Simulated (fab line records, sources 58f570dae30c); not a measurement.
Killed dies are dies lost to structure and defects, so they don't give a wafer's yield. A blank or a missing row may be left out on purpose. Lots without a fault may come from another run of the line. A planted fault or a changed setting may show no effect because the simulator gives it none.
Chamber matching | flow berkeley_cmos170 | UCB170_V2_CVD_00 on pecvd-01: 3 sister chambers
The step deposits SiO2 from TEOS/O2, target thk 2000 nm, time 250 s. 3 wafers are shown with their chamber, then 8 later ones without.

WAFERS WITH THEIR CHAMBER
wafer  | chamber | heater_power_w (W)
L957.6 | 2       | 321
L967.6 | 0       | 221
L968.1 | 1       | 362

WAFERS WITHOUT THEIR CHAMBER
wafer  | heater_power_w (W)
L968.2 | 293
L968.4 | 227
L970.2 | 309
L970.3 | 219
L970.4 | 279
L973.1 | 302
L973.4 | 225
L973.6 | 395

WHICH CHAMBER EACH WENT THROUGH
wafer  | from the rows above          | in truth
L968.2 | can't be placed: 2 or 1 or 0 | 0
L968.4 | 0                            | 0
L970.2 | can't be placed: 2 or 1      | 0
L970.3 | 0                            | 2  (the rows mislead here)
L970.4 | can't be placed: 2 or 0 or 1 | 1
L973.1 | can't be placed: 2 or 1      | 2
L973.4 | 0                            | 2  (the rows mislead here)
L973.6 | can't be placed: 1 or 2      | 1
Placed correctly: 1 of 8. Can't be placed from these rows: 5 (the true chamber is among the candidates in 4). Placed wrongly: 2.
How it was worked out, from the rows above alone: a wafer's distance from a chamber is the root of the sum, over the readings, of the square of ((its reading less the chamber's mean) divided by the reading's scatter). The wafer belongs to the nearest chamber; if the next one is less than 2 further off, it can't be placed. A chamber's mean is the mean of its shown wafers. The scatter: with one shown wafer a chamber, the root of the mean of the squares of how far each hidden wafer lies from its nearest shown one.
